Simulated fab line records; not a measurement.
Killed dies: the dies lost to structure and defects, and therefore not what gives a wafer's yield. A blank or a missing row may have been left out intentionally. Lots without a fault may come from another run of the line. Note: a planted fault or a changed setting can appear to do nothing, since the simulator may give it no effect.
A struck lot beside a sound one	flow berkeley_cmos170	25 out of 331 route steps
Sound: these wafers, L287.1, L287.4, L287.5. Wafers L307.1, L307.5, L307.6 were the ones struck. The cause comes at the end.
For every step that has rows: the tool of each side, followed by ch and its chambers, followed by its first start. Under that, the readings that differ: sound wafers	struck wafers	difference of the means	sigmas: that difference in standard deviations of wafers without a fault.
alike: readings with means less than 2 such deviations apart, plus words and numbers identical on both sides. not compared: withheld readings, readings lacking a value on some wafer, bounds such as >300 that could conceal the same value, and numbers that have no deviation in the record and whose values overlap.
The two part at a step that has a row with sigmas, a row that says differs or no value, or rows on one side only. Non-overlapping numbers with no deviation appear without sigmas and do not part them. Lack of a reading on every wafer of one side parts them only where that side has two or more wafers.

first, 4 steps without rows for these wafers: UCB170_PWELL_WET_ETCH_19 (etches Si3N4 in H3PO4, time 14400 s); UCB170_PWELL_WET_ETCH_20 (etches SiO2 in BOE, time 22 s); UCB170_WELLDRIVE_CLEAN_00 (cleans in SPM, time 600 s); UCB170_WELLDRIVE_OXIDATION_01 (target thk 199 nm, ox time 9000 s).
UCB170_WELLDRIVE_THK_MEAS_02:
  sound on film_metro-03 at day 4 10:25; struck on film_metro-03 at day 8 17:46
  alike: WELLDRIVE_OXIDE_THK
then, 5 steps without rows for these wafers: UCB170_WELLDRIVE_ANNEAL_03 (time 900 s); UCB170_WELLDRIVE_WET_ETCH_04 (etches SiO2 in BOE, time 120 s); UCB170_ACTIVE_CLEAN_00 (cleans in SPM, time 600 s); UCB170_ACTIVE_CLEAN_01 (cleans in dHF, time 60 s); UCB170_ACTIVE_OXIDATION_02 (target thk 26.4 nm, ox time 1260 s).
UCB170_ACTIVE_THK_MEAS_03:
  sound on film_metro-03 at day 4 20:32; struck on film_metro-02 at day 9 06:56
  alike: ACTIVE_OXIDE_THK
then, 1 step without rows for these wafers: UCB170_ACTIVE_ANNEAL_04 (time 900 s).
UCB170_ACTIVE_CVD_05: deposits Si3N4 from SiH2Cl2/NH3, target thk 220 nm, time 3300 s.
  sound on lpcvd-02 ch 0, day 5 02:58; struck on lpcvd-01 ch 1, day 9 12:37
reading	sound	struck	difference	sigmas
model.Si3N4_of_ACTIVE_CVD_05.thk_nm (nm)	219.8 219.4 220.9	273.5 272 275	+53.5	
  alike: spike_tc_centre_C
UCB170_ACTIVE_THK_MEAS_06:
  sound on film_metro-02 at day 5 05:50; struck on film_metro-02 at day 9 15:34
reading	sound	struck	difference	sigmas
ACTIVE_NITRIDE_THK (nm)	219.9 219.4 220.8	273.4 272.1 274.7	+53.4	+23
then, 6 steps without rows for these wafers: UCB170_ACTIVE_HMDS_07 (prime time 60 s); UCB170_ACTIVE_COAT_08 (resist thk 900 nm); UCB170_ACTIVE_SOFTBAKE_09 (time 60 s); UCB170_ACTIVE_EXPOSE_10 (exposes mask ACTIVE, target cd 1200 nm); UCB170_ACTIVE_PEB_11; UCB170_ACTIVE_DEVELOP_12 (develop time 45 s).
UCB170_ACTIVE_CD_MEAS_13: target cd 1200 nm.
  sound on cd_sem-01 at day 5 07:07; struck on cd_sem-02 at day 9 17:01
  alike: cd_nm
UCB170_ACTIVE_OVL_MEAS_14:
  sound on overlay-02 at day 5 07:14; struck on overlay-01 at day 9 17:08
  alike: ACTIVE_OVL
UCB170_ACTIVE_ETCH_15: etches Si3N4 in CH3F/Ar/O2, stops on SiO2, target depth 242 nm, time 151 s.
  sound on rie_diel-03 ch 0,2, day 5 07:17; struck on rie_diel-03 ch 1,2,3, day 9 17:10
reading	sound	struck	difference	sigmas
oes_product_au (a.u.)	0.937 0.935 0.951	1.024 0.992 1.028	+0.074	+4
model.etch.depth_nm (nm)	219.8 219.4 220.9	245.9 250 246	+27.3	
  alike: drypump_motor_current_A, throttle_valve_pct
  not compared: rf_hours_counter_h
UCB170_ACTIVE_STRIP_16: strips in O2.
  sound on plasma_asher-04 ch 0,1, day 5 07:23; struck on plasma_asher-02 ch 0,1, day 9 17:16
  alike: drypump_motor_current_A, oes_product_au, strip_time_to_endpoint_s
  not compared: rf_hours_counter_h
UCB170_M3_PROBE_99:
  rows exist in the record for the sound wafers here (prober-01, day 9 05:56), none for the struck ones

## WHERE THEY PART
At UCB170_ACTIVE_THK_MEAS_06 first; at UCB170_M3_PROBE_99 last (within this record only).

WHY: whatever the simulator had introduced
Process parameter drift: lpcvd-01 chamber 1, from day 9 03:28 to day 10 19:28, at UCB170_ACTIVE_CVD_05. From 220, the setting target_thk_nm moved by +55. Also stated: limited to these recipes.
